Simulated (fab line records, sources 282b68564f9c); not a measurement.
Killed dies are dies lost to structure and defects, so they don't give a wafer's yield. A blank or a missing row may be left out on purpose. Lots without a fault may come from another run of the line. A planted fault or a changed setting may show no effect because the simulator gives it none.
Tool commonality check | flow rit_cmos | 14 lots, 42 wafers sampled

WHY IT WAS OPENED
At RIT_NRETRO_TW_MEAS_10 the reading NRETRO_TW is flagged on 2 of 14 lots. Wafers without a fault read 1050, standard deviation 4.
Rule: a lot is flagged when every wafer of it that has a number lies more than 4 standard deviations from that mean, or none has a number. The other lots count as sound.

lot  | measured    | on            | NRETRO_TW, wafer by wafer | flag
L686 | day 2 06:38 | film_metro-01 | 1056 1051 1056            |
L687 | day 2 10:41 | film_metro-01 | 1053 1049 1055            |
L688 | day 2 16:22 | film_metro-02 | 1045 1048 1044            |
L689 | day 2 21:31 | film_metro-04 | 1048 1046 1050            |
L690 | day 3 04:17 | film_metro-02 | 1048 1049 1045            |
L692 | day 3 13:05 | film_metro-01 | 1047 1048 1048            |
L693 | day 3 17:10 | film_metro-01 | 1045 1040 1042            |
L694 | day 3 23:14 | film_metro-01 | 1049 1051 1047            |
L700 | day 5 08:14 | film_metro-04 | 1076 1077 1083            | FLAGGED
L701 | day 5 11:33 | film_metro-04 | 1083 1084 1088            | FLAGGED
L702 | day 5 16:41 | film_metro-02 | 1045 1048 1047            |
L703 | day 5 21:53 | film_metro-02 | 1045 1048 1046            |
L705 | day 6 08:31 | film_metro-02 | 1042 1043 1042            |
L706 | day 6 12:04 | film_metro-01 | 1055 1055 1052            |
The numbers of the flagged lots are 1082 on average: +32 against the usual, or +8 standard deviations.

WHICH TOOL RAN EACH LOT
The record holds 2 process steps before the reading, out of a route of 202 steps. In each cell: the tool, then ch and the chambers that the sampled wafers went through, then the start.
lot  | flag    | RIT_NWELL_STRIP_09                  | RIT_NRETRO_IMPLANT_08
L686 |         | plasma_asher-02 ch 0,1, day 1 21:41 | implanter-03 ch 0, day 2 06:19
L687 |         | plasma_asher-03 ch 1, day 2 01:49   | implanter-02 ch 0, day 2 10:22
L688 |         | plasma_asher-04 ch 0,1, day 2 07:42 | implanter-01 ch 0, day 2 16:02
L689 |         | plasma_asher-03 ch 0,1, day 2 12:25 | implanter-01 ch 0, day 2 21:12
L690 |         | plasma_asher-04 ch 0,1, day 2 19:26 | implanter-03 ch 0, day 3 03:58
L692 |         | plasma_asher-04 ch 0,1, day 3 04:02 | implanter-01 ch 0, day 3 12:46
L693 |         | plasma_asher-04 ch 0,1, day 3 07:42 | implanter-02 ch 0, day 3 16:51
L694 |         | plasma_asher-02 ch 0,1, day 3 14:17 | implanter-02 ch 0, day 3 22:55
L700 | FLAGGED | plasma_asher-03 ch 0,1, day 4 21:17 | implanter-01 ch 0, day 5 07:55
L701 | FLAGGED | plasma_asher-04 ch 0,1, day 5 01:35 | implanter-01 ch 0, day 5 11:14
L702 |         | plasma_asher-03 ch 0,1, day 5 07:01 | implanter-03 ch 0, day 5 16:22
L703 |         | plasma_asher-04 ch 0,1, day 5 12:39 | implanter-03 ch 0, day 5 21:36
L705 |         | plasma_asher-02 ch 0,1, day 5 23:47 | implanter-03 ch 0, day 6 08:11
L706 |         | plasma_asher-03 ch 0,1, day 6 02:28 | implanter-02 ch 0, day 6 11:45
What these steps do:
- RIT_NWELL_STRIP_09: strips in O2, time 180 s.
- RIT_NRETRO_IMPLANT_08
- RIT_NRETRO_TW_MEAS_10

FLAGGED OVER TOTAL, TOOL BY TOOL (the gauges that took the reading come last)
step                  | tool            | lots run | flagged | share of the flagged lots | sound lots run after its first flagged lot
RIT_NWELL_STRIP_09    | plasma_asher-02 | 3        | 0       | none                      | -
RIT_NWELL_STRIP_09    | plasma_asher-03 | 5        | 1       | some                      | 2 (L702,L706)
RIT_NWELL_STRIP_09    | plasma_asher-04 | 6        | 1       | some                      | 1 (L703)
RIT_NRETRO_IMPLANT_08 | implanter-01    | 5        | 2       | all                       | 0
RIT_NRETRO_IMPLANT_08 | implanter-02    | 4        | 0       | none                      | -
RIT_NRETRO_IMPLANT_08 | implanter-03    | 5        | 0       | none                      | -
RIT_NRETRO_TW_MEAS_10 | film_metro-01   | 6        | 0       | none                      | -
RIT_NRETRO_TW_MEAS_10 | film_metro-02   | 5        | 0       | none                      | -
RIT_NRETRO_TW_MEAS_10 | film_metro-04   | 3        | 2       | all                       | 0

WHAT THE TABLE ALLOWS
2 rows of the table ran every flagged lot: implanter-01 at RIT_NRETRO_IMPLANT_08, film_metro-04 at RIT_NRETRO_TW_MEAS_10.
- implanter-01 at RIT_NRETRO_IMPLANT_08: 2 of its 5 lots flagged. Its last sound lot is L692 (day 3 12:46), its first flagged lot L700 (day 5 07:55): a fault that began between those two fits. Its own readings lie more than 4 standard deviations out on every wafer of the flagged lots: dose_ions_cm2.
- film_metro-04 at RIT_NRETRO_TW_MEAS_10: 2 of its 3 lots flagged. Its last sound lot is L689 (day 2 21:31), its first flagged lot L700 (day 5 08:14): a fault that began between those two fits.
Counting lots can't tell these 2 tools apart, because each fits a fault that began at some hour. More lots, or a look at what each step does to the wafer, might.

WHAT THE SIMULATOR HAD PUT IN
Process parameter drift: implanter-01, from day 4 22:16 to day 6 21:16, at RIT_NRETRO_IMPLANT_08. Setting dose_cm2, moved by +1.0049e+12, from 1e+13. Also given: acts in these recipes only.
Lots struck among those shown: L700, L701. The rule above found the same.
